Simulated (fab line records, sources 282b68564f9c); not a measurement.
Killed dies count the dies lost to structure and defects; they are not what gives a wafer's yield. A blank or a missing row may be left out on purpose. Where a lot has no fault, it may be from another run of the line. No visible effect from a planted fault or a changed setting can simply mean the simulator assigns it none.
fab line records	flow ritCmos
[record] lots = 5	wafers = 15	lastDay = 7
route steps=202 shown PLDD@118 SPACER@125 NSD@131 PSD@142 SDANNEAL@153 SILICIDE@161 M1@202
lots untouched by any fault: they come from a run of this same line in which no faults occurred
startH: the number of hours between the record's first day and the start of the first shown wafer of the lot	waitH: hours elapsed since this lot's preceding step	" repeats the value in the row above	L1.1+2: a row that stands for several wafers	- no value, or no start was given	* or withheld: withheld	< > ~ a bound
route shown NAME@n: a module of which the file shows steps, and the number in the route of the first	usual: average and standard deviation across the fault-free wafers	same: alike in all rows	chamber/n: place in a boat	sites: per-site readings	_std_site: their standard deviation	_edge_site: the outer-site mean with the inner-site mean subtracted	radiusMm: how far each site lies from the wafer's centre	mask NAME#n: copy n	behind: the tool/chamber that last shaped the wafer	hold: what put the lot on hold/how long, in hours/how the hold closed	device: whichever transistor did not switch (one of n, p or np)	end of line: tests run on the same wafers once the route is complete	step lacking rows: just its recipe	killed: the dies lost at the first sort to structure and to defects; this is not the yield of the wafer	map: shows each die of a wafer: x if killed, . if not, _ if none is there
set.NAME: the setting that was run; set.NAME@STEP: the one run at that earlier step	model.NAME: the simulator's own value behind a step, which no gauge read
lots seen at some steps along the route; tables by step, rows by wafer
services: when a tool's chamber went out of use (startH, in hours from the record's first day, below 0 if earlier), for how many hours, and the reason
[[steps]]
[step RIT_PLDD_PEB_04]
[recipe] resist = NOVOLAK	tempC = withheld	timeS = withheld
[step RIT_PLDD_DEVELOP_05]
[recipe] resist = NOVOLAK	developTimeS = 50	devTempC = 23
[step RIT_PLDD_OVL_MEAS_06]
[usual] PLDD_OVL = -0.6/1.5
lot.wafer	tool	chamber	startH	waitH	PLDD_OVL[nm]
L390.2	overlay-02	-	49.87	-	0.2
L390.3	"	-	"	"	-0.7
L390.5	"	-	"	"	-0.2
L395.4	overlay-02	-	74.31	-	-0.9
L395.5	"	-	"	"	1.1
L395.6	"	-	"	"	-0.7
L401.1	overlay-01	-	101.99	-	-3.3
L401.3	"	-	"	"	-2.4
L401.6	"	-	"	"	-4.6
L409.1	overlay-01	-	143.40	-	0.3
L409.3	"	-	"	"	-1.0
L409.4	"	-	"	"	0.0
L411.2	overlay-01	-	155.01	-	-3.5
L411.3	"	-	"	"	-3.1
L411.4	"	-	"	"	-2.5
[step RIT_PLDD_HARDBAKE_07]
[recipe] resist = NOVOLAK	tempC = 140	timeS = 60
[step RIT_PLDD_IMPLANT_08]
[recipe] species = BF2	energyKev = 20	doseCm2 = 9e+14	tiltDeg = 7
[step RIT_PLDD_STRIP_09]
[recipe] chemistry = O2	timeS = 180	resist = NOVOLAK	platenTempC = withheld	powerW = 500	pressureMtorr = 4000	o2FlowSccm = 4000
[usual] drypumpMotorCurrentA = 5.5/0.3
lot.wafer	tool	chamber	startH	waitH	drypumpMotorCurrentA	rfHoursCounterH
L390.2	plasmaAsher-03	1	50.20	0.1	6.0	43
L390.3	"	1	"	"	6.0	-
L390.5	"	1	"	"	6.0	-
L395.4	plasmaAsher-04	1	74.68	0.1	5.6	-
L395.5	"	1	"	"	5.6	-
L395.6	"	0	"	"	5.2	-
L401.1	plasmaAsher-04	0	102.59	0.1	5.2	35
L401.3	"	1	"	"	5.6	-
L401.6	"	1	"	"	5.6	-
L409.1	plasmaAsher-01	1	143.74	0.1	5.7	51
L409.3	"	1	"	"	5.7	-
L409.4	"	0	"	"	5.6	-
L411.2	plasmaAsher-03	1	155.34	0.1	6.0	54
L411.3	"	0	"	"	5.1	-
L411.4	"	1	"	"	6.0	-
[step RIT_PLDD_TW_MEAS_10]
[usual] PLDD_TW = 2344/10
lot.wafer	tool	chamber	startH	waitH	PLDD_TW
L390.2	filmMetro-04	-	50.38	0.1	2332
L390.3	"	-	"	"	2344
L390.5	"	-	"	"	2334
L395.4	filmMetro-04	-	74.83	0.1	2339
L395.5	"	-	"	"	2340
L395.6	"	-	"	"	2350
L401.1	filmMetro-03	-	102.77	0.1	2326
L401.3	"	-	"	"	2338
L401.6	"	-	"	"	2324
L409.1	filmMetro-02	-	143.91	0.1	2349
L409.3	"	-	"	"	2345
L409.4	"	-	"	"	2352
L411.2	filmMetro-04	-	155.53	0.1	2334
L411.3	"	-	"	"	2348
L411.4	"	-	"	"	2354
[step RIT_SPACER_CLEAN_00]
[recipe] chemistry = SC1	mix = 3:3:50	timeS = 600	tempC = 75
[step RIT_SPACER_CLEAN_01]
[recipe] chemistry = dHF	dilution = 50:1	timeS = 30
[step RIT_SPACER_CLEAN_02]
[recipe] chemistry = SC2	mix = 3:3:50	timeS = 600	tempC = 75	dry = n2Spin
[step RIT_SPACER_CVD_03]
[recipe] material = Si3N4	targetThkNm = 250	tempC = 810	precursor = SiH2Cl2/NH3	timeS = 3300	pressureMtorr = 300	sih2cl2FlowSccm = 60	nh3FlowSccm = 150
[step RIT_SPACER_THK_MEAS_04]
[recipe] reads = Si3N4_of_SPACER_CVD_03
[usual] SPACER_NITRIDE_THK = 250.3/2.5
lot.wafer	tool	chamber	startH	waitH	SPACER_NITRIDE_THK[nm]
L390.2	filmMetro-03	-	52.87	0.0	248.2
L390.3	"	-	"	"	248.3
L390.5	"	-	"	"	244.7
L395.4	filmMetro-02	-	77.17	0.0	248.5
L395.5	"	-	"	"	250.6
L395.6	"	-	"	"	250.4
L401.1	filmMetro-01	-	105.11	0.0	253.3
L401.3	"	-	"	"	253.5
L401.6	"	-	"	"	252.7
L409.1	filmMetro-01	-	149.74	0.0	252.8
L409.3	"	-	"	"	253.0
L409.4	"	-	"	"	251.9
L411.2	filmMetro-02	-	157.89	0.0	247.6
L411.3	"	-	"	"	248.5
L411.4	"	-	"	"	249.8
[step RIT_SPACER_ETCHBACK_05]
[recipe] targetDepthA = 2500	SF6_flow_sccm = 30	CHF3_flow_sccm = 30	target = Si3N4	chemistry = SF6/CHF3	pressureMtorr = 40	rfW = 250	timeS = 240	stopOn = SiO2
[usual] drypumpMotorCurrentA = 5.6/0.37	oesProductAu = 0.844/0.016	runLengthS = 268.1/0.57	throttleValvePct = 10.40/0.12
lot.wafer	tool	chamber	startH	waitH	drypumpMotorCurrentA	oesProductAu	rfHoursCounterH	runLengthS	throttleValvePct	model.poly-Si_of_GATE_CVD_08.thkNm	model.Si3N4_of_SPACER_CVD_03.thkNm
L390.2	rieDiel-03	3	52.92	0.0	5.2	0.816	126	267.9	10.53	167.5	193.7
L390.3	"	0	"	"	5.6	0.835	3	268.3	10.42	168.4	194.3
L390.5	"	0	"	"	5.7	0.832	-	268.7	10.41	168.4	191.3
L395.4	rieDiel-01	3	77.28	0.1	5.6	0.843	-	267.5	10.27	171.3	195.5
L395.5	"	1	"	"	5.2	0.841	-	268.7	10.23	172.3	197.6
L395.6	"	0	"	"	5.6	0.842	-	268.6	10.47	171.1	196.5
L401.1	rieDiel-01	1	105.17	0.1	5.2	0.745	13	318.2	10.20	153.7	188
L401.3	"	0	"	"	5.6	0.849	124	268.7	10.47	167	199.5
L401.6	"	0	"	"	5.6	0.846	-	268.9	10.48	168.5	198.8
L409.1	rieDiel-04	1	149.80	0.1	6.1	0.869	137	268.1	10.50	170.8	197.8
L409.3	"	2	"	"	5.1	0.857	110	267.4	10.48	166.1	197.9
L409.4	"	3	"	"	5.4	0.846	59	267.6	10.55	166.7	197
L411.2	rieDiel-03	1	157.94	0.0	6.0	0.818	9	267.8	10.20	166.2	193.6
L411.3	"	3	"	"	5.1	0.810	129	267.4	10.51	166.9	194.6
L411.4	"	0	"	"	5.7	0.859	5	268.3	10.41	164.8	195.9
[step RIT_NSD_HMDS_00]
[recipe] primeTimeS = 60	primeTempC = 140
[step RIT_NSD_COAT_01]
[recipe] resist = NOVOLAK	spinRpm = 3207	resistThkNm = 1000
[step RIT_NSD_SOFTBAKE_02]
[recipe] resist = NOVOLAK	tempC = 90	timeS = 60
[step RIT_NSD_EXPOSE_03]
[recipe] maskId = M9	na = 0.57	targetCdNm = 40700	doseMj = 250
[step RIT_NSD_PEB_04]
[recipe] resist = NOVOLAK	tempC = withheld	timeS = withheld
[step RIT_NSD_DEVELOP_05]
[recipe] resist = NOVOLAK	developTimeS = 50	devTempC = 23
[step RIT_NSD_OVL_MEAS_06]
[usual] NSD_OVL = 0.4/1.3
lot.wafer	tool	chamber	startH	waitH	NSD_OVL[nm]
L390.2	overlay-02	-	53.92	-	0.9
L390.3	"	-	"	"	0.2
L390.5	"	-	"	"	0.1
L395.4	overlay-02	-	78.35	-	0.2
L395.5	"	-	"	"	0.5
L395.6	"	-	"	"	0.6
L401.1	overlay-02	-	106.30	-	-0.3
L401.3	"	-	"	"	-1.3
L401.6	"	-	"	"	-0.5
L409.1	overlay-02	-	150.92	-	-2.5
L409.3	"	-	"	"	0.3
L409.4	"	-	"	"	-2.1
L411.2	overlay-01	-	158.94	-	-3.2
L411.3	"	-	"	"	-1.2
L411.4	"	-	"	"	-0.1
[step RIT_NSD_HARDBAKE_07]
[recipe] resist = NOVOLAK	tempC = 140	timeS = 60
[step RIT_NSD_IMPLANT_08]
[recipe] species = P	energyKev = 25.35	doseCm2 = 1e+15	tiltDeg = 7
[step RIT_NSD_STRIP_09]
[recipe] chemistry = O2	timeS = 180	resist = NOVOLAK	platenTempC = withheld	powerW = 500	pressureMtorr = 4000	o2FlowSccm = 4000
[usual] drypumpMotorCurrentA = 5.6/0.49
lot.wafer	tool	chamber	startH	waitH	drypumpMotorCurrentA	rfHoursCounterH
L390.2	plasmaAsher-02	0	54.25	0.1	6.3	34
L390.3	"	0	"	"	6.3	-
L390.5	"	1	"	"	4.9	-
L395.4	plasmaAsher-03	0	78.72	0.1	5.1	-
L395.5	"	0	"	"	5.2	-
L395.6	"	1	"	"	6.1	-
L401.1	plasmaAsher-02	0	106.63	0.1	6.3	40
L401.3	"	1	"	"	4.9	-
L401.6	"	1	"	"	4.9	-
L409.1	plasmaAsher-01	0	151.26	0.1	5.6	51
L409.3	"	1	"	"	5.6	-
L409.4	"	0	"	"	5.6	-
L411.2	plasmaAsher-03	1	159.35	0.1	6.0	55
L411.3	"	0	"	"	5.1	-
L411.4	"	1	"	"	6.0	-
[step RIT_NSD_TW_MEAS_10]
[usual] NSD_TW = 3131/15
lot.wafer	tool	chamber	startH	waitH	NSD_TW
L390.2	filmMetro-02	-	54.44	0.1	3145
L390.3	"	-	"	"	3122
L390.5	"	-	"	"	3136
L395.4	filmMetro-02	-	78.87	0.1	3124
L395.5	"	-	"	"	3123
L395.6	"	-	"	"	3136
L401.1	filmMetro-02	-	106.81	0.1	3146
L401.3	"	-	"	"	3145
L401.6	"	-	"	"	3129
L409.1	filmMetro-04	-	151.43	0.1	3144
L409.3	"	-	"	"	3136
L409.4	"	-	"	"	3123
L411.2	filmMetro-02	-	159.54	0.1	3156
L411.3	"	-	"	"	3152
L411.4	"	-	"	"	3159
[step RIT_PSD_HMDS_00]
[recipe] primeTimeS = 60	primeTempC = 140
[step RIT_PSD_COAT_01]
[recipe] resist = NOVOLAK	spinRpm = 3250	resistThkNm = 1000
[step RIT_PSD_SOFTBAKE_02]
[recipe] resist = NOVOLAK	tempC = 90	timeS = 60
[step RIT_PSD_EXPOSE_03]
[recipe] maskId = M10	na = 0.57	targetCdNm = 40900	doseMj = 250
[step RIT_PSD_PEB_04]
[recipe] resist = NOVOLAK	tempC = withheld	timeS = withheld
[step RIT_PSD_DEVELOP_05]
[recipe] resist = NOVOLAK	developTimeS = 50	devTempC = 23
[step RIT_PSD_OVL_MEAS_06]
[usual] PSD_OVL = 0.0/1.5
lot.wafer	tool	chamber	startH	waitH	PSD_OVL[nm]
L390.2	overlay-01	-	55.47	-	-2.6
L390.3	"	-	"	"	-2.5
L390.5	"	-	"	"	-2.0
L395.4	overlay-01	-	79.89	-	1.8
L395.5	"	-	"	"	1.2
L395.6	"	-	"	"	3.2
L401.1	overlay-02	-	107.72	-	-0.5
L401.3	"	-	"	"	0.5
L401.6	"	-	"	"	-0.2
L409.1	overlay-01	-	152.34	-	-0.7
L409.3	"	-	"	"	0.6
L409.4	"	-	"	"	-0.7
L411.2	overlay-02	-	160.44	-	0.1
L411.3	"	-	"	"	-0.2
L411.4	"	-	"	"	0.3
[step RIT_PSD_HARDBAKE_07]
[recipe] resist = NOVOLAK	tempC = 140	timeS = 60
[step RIT_PSD_IMPLANT_08]
[recipe] species = BF2	energyKev = 27	doseCm2 = 5.057e+15	tiltDeg = 7
[step RIT_PSD_STRIP_09]
[recipe] chemistry = O2	timeS = 180	resist = NOVOLAK	platenTempC = withheld	powerW = 500	pressureMtorr = 4000	o2FlowSccm = 4000
[usual] drypumpMotorCurrentA = 5.5/0.44
lot.wafer	tool	chamber	startH	waitH	drypumpMotorCurrentA	rfHoursCounterH
L390.2	plasmaAsher-02	0	55.80	0.1	6.3	34
L390.3	"	1	"	"	4.8	-
L390.5	"	1	"	"	4.9	-
L395.4	plasmaAsher-04	1	80.27	0.1	5.6	-
L395.5	"	1	"	"	5.6	-
L395.6	"	0	"	"	5.2	-
L401.1	plasmaAsher-01	1	108.05	0.1	5.7	47
L401.3	"	0	"	"	5.6	-
L401.6	"	0	"	"	5.6	-
L409.1	plasmaAsher-01	0	152.68	0.1	5.6	52
L409.3	"	1	"	"	5.7	-
L409.4	"	0	"	"	5.6	-
L411.2	plasmaAsher-04	0	160.77	0.1	5.2	42
L411.3	"	0	"	"	5.2	-
L411.4	"	1	"	"	5.6	-
[step RIT_PSD_TW_MEAS_10]
[usual] PSD_TW = 3431/15
lot.wafer	tool	chamber	startH	waitH	PSD_TW
L390.2	filmMetro-04	-	55.98	0.1	3422
L390.3	"	-	"	"	3428
L390.5	"	-	"	"	3413
L395.4	filmMetro-04	-	80.42	0.1	3433
L395.5	"	-	"	"	3434
L395.6	"	-	"	"	3427
L401.1	filmMetro-04	-	108.23	0.1	3449
L401.3	"	-	"	"	3431
L401.6	"	-	"	"	3437
L409.1	filmMetro-02	-	152.86	0.1	3454
L409.3	"	-	"	"	3445
L409.4	"	-	"	"	3465
L411.2	filmMetro-04	-	160.96	0.1	3429
L411.3	"	-	"	"	3419
L411.4	"	-	"	"	3425
[step RIT_SDANNEAL_CLEAN_00]
[recipe] chemistry = SC1	mix = 3:3:50	timeS = 600	tempC = 75
[usual] bathGuardTempC = 74.9/0.54
lot.wafer	tool	chamber	startH	waitH	bathGuardTempC	model.SiO2_of_FOX2_OXIDATION_00.thkNm
L390.2	wetBench-03	0	56.03	0.0	74.4	177.5
L390.3	"	0	"	"	74.2	175.6
L390.5	"	0	"	"	74.3	182.1
L395.4	wetBench-01	0	80.45	0.0	75.0	178.8
L395.5	"	0	"	"	75.5	177.4
L395.6	"	0	"	"	75.0	175.6
L401.1	wetBench-02	3	108.29	0.1	74.8	166.4
L401.3	"	3	"	"	75.0	177.6
L401.6	"	3	"	"	75.1	175.2
L409.1	wetBench-02	2	152.92	0.1	74.8	175.8
L409.3	"	2	"	"	74.5	169.2
L409.4	"	2	"	"	74.7	176.7
L411.2	wetBench-01	3	161.01	0.0	75.9	167.8
L411.3	"	3	"	"	76.1	168.9
L411.4	"	3	"	"	75.9	167.8
[step RIT_SDANNEAL_CLEAN_01]
[recipe] chemistry = dHF	dilution = 50:1	timeS = 30
[step RIT_SDANNEAL_CLEAN_02]
[recipe] chemistry = SC2	mix = 3:3:50	timeS = 600	tempC = 75	dry = n2Spin
[usual] bathGuardTempC = 75.2/0.55
lot.wafer	tool	chamber	startH	waitH	bathGuardTempC	model.poly-Si_of_GATE_CVD_08.thkNm
L390.2	wetBench-01	1	56.23	0.0	75.5	163.2
L390.3	"	1	"	"	75.1	164.1
L390.5	"	1	"	"	75.1	164.1
L395.4	wetBench-02	1	80.64	0.0	75.0	167
L395.5	"	1	"	"	74.6	168
L395.6	"	1	"	"	74.3	166.7
L401.1	wetBench-03	3	108.48	0.0	74.7	149.3
L401.3	"	3	"	"	75.1	162.6
L401.6	"	3	"	"	74.6	164.1
L409.1	wetBench-03	3	153.12	0.0	74.8	166.3
L409.3	"	3	"	"	75.0	161.6
L409.4	"	3	"	"	75.0	162.2
L411.2	wetBench-02	0	161.20	0.0	74.5	161.9
L411.3	"	0	"	"	74.5	162.7
L411.4	"	0	"	"	74.8	160.5
[step RIT_SDANNEAL_RTA_03]
[recipe] tempC = 1050	timeS = 5	idleTempC = 600	rampUpCPerS = 342	rampDownCPerS = 171	coolToC = 600	ambient = N2
[usual] wafer_temp_C_max = 1053.5/1.1
lot.wafer	tool	chamber	startH	waitH	wafer_temp_C_max
L390.2	rtpAnneal-01	0	56.41	0.0	1053.4
L390.3	"	0	"	"	1052.9
L390.5	"	0	"	"	1054.3
L395.4	rtpAnneal-02	0	80.84	0.0	1051.1
L395.5	"	0	"	"	1052.5
L395.6	"	0	"	"	1053.4
L401.1	rtpAnneal-02	0	108.67	0.0	1052.5
L401.3	"	0	"	"	1052.2
L401.6	"	0	"	"	1054.8
L409.1	rtpAnneal-02	0	153.30	0.0	1053.2
L409.3	"	0	"	"	1053.2
L409.4	"	0	"	"	1053.9
L411.2	rtpAnneal-02	0	161.40	0.0	1051.6
L411.3	"	0	"	"	1056.2
L411.4	"	0	"	"	1053.5
[step RIT_SDANNEAL_RS_MEAS_04]
[recipe] thkMeasGauge = four-point-probe
[usual] PSD_RS = 115.71/0.3
lot.wafer	tool	chamber	startH	waitH	PSD_RS[ohm/sq]
L390.2	filmMetro-03	-	56.48	0.1	115.63
L390.3	"	-	"	"	115.84
L390.5	"	-	"	"	115.71
L395.4	filmMetro-02	-	80.93	0.1	115.75
L395.5	"	-	"	"	115.48
L395.6	"	-	"	"	115.67
L401.1	filmMetro-02	-	108.73	0.0	116.00
L401.3	"	-	"	"	115.74
L401.6	"	-	"	"	115.75
L409.1	filmMetro-02	-	153.36	0.0	115.63
L409.3	"	-	"	"	115.82
L409.4	"	-	"	"	115.65
L411.2	filmMetro-02	-	161.47	0.1	115.30
L411.3	"	-	"	"	115.27
L411.4	"	-	"	"	115.36
[step RIT_SDANNEAL_RS_MEAS_05]
[recipe] thkMeasGauge = four-point-probe
[usual] NSD_RS = 84.36/0.29
lot.wafer	tool	chamber	startH	waitH	NSD_RS[ohm/sq]
L390.2	filmMetro-03	-	56.60	0.1	84.78
L390.3	"	-	"	"	84.88
L390.5	"	-	"	"	84.99
L395.4	filmMetro-02	-	81.05	0.1	84.45
L395.5	"	-	"	"	84.52
L395.6	"	-	"	"	84.44
L401.1	filmMetro-02	-	108.85	0.1	84.20
L401.3	"	-	"	"	84.30
L401.6	"	-	"	"	84.37
L409.1	filmMetro-02	-	153.48	0.1	84.54
L409.3	"	-	"	"	84.44
L409.4	"	-	"	"	84.44
L411.2	filmMetro-02	-	161.59	0.1	84.34
L411.3	"	-	"	"	84.59
L411.4	"	-	"	"	84.48
[step RIT_SDANNEAL_RS_MEAS_06]
[recipe] thkMeasGauge = four-point-probe
[usual] PLDD_RS = 178.4/0.48
lot.wafer	tool	chamber	startH	waitH	PLDD_RS[ohm/sq]
L390.2	filmMetro-03	-	56.72	0.1	178.0
L390.3	"	-	"	"	178.9
L390.5	"	-	"	"	178.6
L395.4	filmMetro-02	-	81.17	0.1	178.1
L395.5	"	-	"	"	178.4
L395.6	"	-	"	"	178.3
L401.1	filmMetro-02	-	108.97	0.1	178.4
L401.3	"	-	"	"	178.9
L401.6	"	-	"	"	178.4
L409.1	filmMetro-02	-	153.60	0.1	178.8
L409.3	"	-	"	"	178.7
L409.4	"	-	"	"	178.3
L411.2	filmMetro-02	-	161.71	0.1	178.6
L411.3	"	-	"	"	178.7
L411.4	"	-	"	"	178.2
[step RIT_SILICIDE_WET_ETCH_00]
[recipe] chemistry = BOE	target = SiO2	targetDepthNm = 14	timeS = 15	dry = n2Spin	dilution = 10:1	tempC = 21.5
lot.wafer	tool	chamber	startH	waitH	model.Si3N4_of_SPACER_CVD_03.thkNm
L390.2	wetBench-04	2	56.94	0.1	192.6
L390.3	"	2	"	"	193.2
L390.5	"	2	"	"	190.2
L395.4	wetBench-03	2	81.35	0.0	194.4
L395.5	"	2	"	"	196.5
L395.6	"	2	"	"	195.3
L401.1	wetBench-03	2	109.21	0.1	186.8
L401.3	"	2	"	"	198.3
L401.6	"	2	"	"	197.6
L409.1	wetBench-01	1	153.84	0.1	196.6
L409.3	"	1	"	"	196.8
L409.4	"	1	"	"	195.8
L411.2	wetBench-03	0	161.93	0.1	192.5
L411.3	"	0	"	"	193.5
L411.4	"	0	"	"	194.7
[step RIT_M1_PROBE_99]
[usual] killed_at_M0_to_M3 = 0.0/0.14	killedAtContacts = 0.1/0.27	killedAtFrontEnd = 7.2/2.9	killedDies = 7.3/2.9	killedOpen = 3.6/1.9	killedShort = 3.8/1.9
[same] grossDies = 264	killed_at_M4_up = 0	killedAtBackSide = 0	killedAtOther = 0
lot.wafer	tool	chamber	startH	waitH	killed_at_M0_to_M3	killedAtContacts	killedAtFrontEnd	killedDies	killedOpen	killedShort
L390.2	prober-01	-	66.04	0.1	0	0	6	6	4	2
L390.3	prober-01	-	66.09	0.2	0	0	6	6	4	2
L390.5	prober-01	-	66.19	0.2	0	0	11	11	7	4
L401.1	prober-01	-	116.04	0.1	0	0	5	5	2	3
L401.3	prober-01	-	116.14	0.2	0	0	5	5	3	2
L401.6	prober-01	-	116.29	0.2	0	0	13	13	9	4
L409.1	prober-01	-	160.84	0.1	0	0	3	3	1	2
L409.3	prober-01	-	160.94	0.2	0	0	5	5	2	3
L409.4	prober-01	-	160.99	0.2	1	0	3	4	2	2
L411.2	prober-01	-	168.79	0.1	0	0	6	6	5	1
L411.3	prober-01	-	168.84	0.2	0	0	4	4	2	2
L411.4	prober-01	-	168.89	0.2	0	0	16	16	9	7
// killed by level:class
L390.2 GATE:geometricParticle:open=2 FOX1:geometricParticle:short=1 FOX2:geometricParticle:open=1 GATE:geometricParticle:short=1 SPACER:geometricParticle:open=1
L390.3 FOX1:geometricParticle:open=2 FOX2:geometricParticle:short=1 GATE:geometricParticle:short=1 GATE:geometricParticle:open=1 SILICIDE:geometricParticle:open=1
L390.5 GATE:geometricParticle:short=3 GATE:geometricParticle:open=3 SILICIDE:geometricParticle:open=2 FOX1:geometricParticle:open=1 SPACER:geometricParticle:open=1 SPACER:geometricParticle:short=1
L401.1 GATE:geometricParticle:short=2 FOX1:geometricParticle:short=1 REOX:geometricParticle:open=1 SILICIDE:geometricParticle:open=1
L401.3 GATE:geometricParticle:open=2 GATE:geometricParticle:short=2 REOX:geometricParticle:open=1
L401.6 REOX:geometricParticle:open=4 GATE:geometricParticle:open=3 SPACER:geometricParticle:short=2 FOX1:geometricParticle:short=1 FOX2:geometricParticle:open=1 SPACER:geometricParticle:open=1 SILICIDE:geometricParticle:short=1
L409.1 FOX1:geometricParticle:open=1 GATE:geometricParticle:short=1 REOX:geometricParticle:short=1
L409.3 GATE:geometricParticle:short=2 FOX1:geometricParticle:open=1 REOX:geometricParticle:short=1 SILICIDE:geometricParticle:open=1
L409.4 GATE:geometricParticle:short=2 GATE:geometricParticle:open=1 M1:geometricParticle:open=1
L411.2 GATE:geometricParticle:open=3 SPACER:geometricParticle:open=2 SILICIDE:geometricParticle:short=1
L411.3 GATE:geometricParticle:open=1 GATE:geometricParticle:short=1 REOX:geometricParticle:short=1 SPACER:geometricParticle:open=1
L411.4 GATE:geometricParticle:open=4 FOX2:geometricParticle:open=2 GATE:geometricParticle:short=2 SPACER:geometricParticle:open=2 SPACER:geometricParticle:short=2 FOX1:geometricParticle:short=1 FOX2:geometricParticle:short=1 REOX:geometricParticle:short=1
[[services]]
tool	chamber	startH	hours	kind
plasmaAsher-01	-	27.66	2.8	pm
plasmaAsher-01	-	31.34	1.6	repair
rieDiel-03	1	76.94	5.7	repair
rieDiel-01	2	77.17	2.2	repair
plasmaAsher-01	-	83.32	14.6	pm
rieDiel-01	2	89.83	1.3	repair
wetBench-02	-	90.96	2.8	repair
plasmaAsher-02	-	108.75	9.0	pm
plasmaAsher-02	0	108.75	9.0	ventCycle
plasmaAsher-02	1	108.75	9.0	ventCycle
rieDiel-04	3	109.86	1.9	repair
rieDiel-03	2	116.15	2.5	repair
plasmaAsher-02	-	117.75	2.8	pm
plasmaAsher-02	0	117.75	-	clean
plasmaAsher-02	1	117.75	-	clean
rieDiel-03	-	120.86	4.3	pm
rieDiel-01	0	135.18	18.1	repair
rieDiel-03	3	146.38	4.0	repair
rieDiel-04	3	160.35	4.1	repair
[[key]]
[firstSign] step = RIT_SPACER_ETCHBACK_05	reading = runLengthS	direction = up	sigmas = 87	usual = *	struck = *
[effect] step = RIT_SPACER_ETCHBACK_05	reading = oesProductAu	direction = down	sigmas = 6.2	usual = 0.844	struck = 0.745
[modelEffect] step = RIT_SPACER_ETCHBACK_05	value = poly-Si_of_GATE_CVD_08.thkNm	without = 167.1	struck = 153.7
[modelEffect] step = RIT_SDANNEAL_CLEAN_00	value = SiO2_of_FOX2_OXIDATION_00.thkNm	without = 176.2	struck = 166.4
[modelEffect] step = RIT_SDANNEAL_CLEAN_02	value = poly-Si_of_GATE_CVD_08.thkNm	without = 162.6	struck = 149.3
[modelEffect] step = RIT_SILICIDE_WET_ETCH_00	value = Si3N4_of_SPACER_CVD_03.thkNm	without = 198	struck = 186.8
metAt RIT_SPACER_ETCHBACK_05
struckWafers L401.1
testerLeftOut L401
onsetBetween 77.28 105.17
[fault] kind = processParameterDrift	tool = rieDiel-01	chamber = 1	onsetH = 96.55	steps = RIT_SPACER_ETCHBACK_05	channel = timeS	offset = *	shape = step	endH = 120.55	actsIn = *	stated = *
// testerLeftOut: of these lots the tester's yield and bins aren't shown, on N5 and GAA mostly nor the transistor test; their killed dies are dies lost to structure and defects alone, not to doping, threshold or leakage, so they don't give the yield
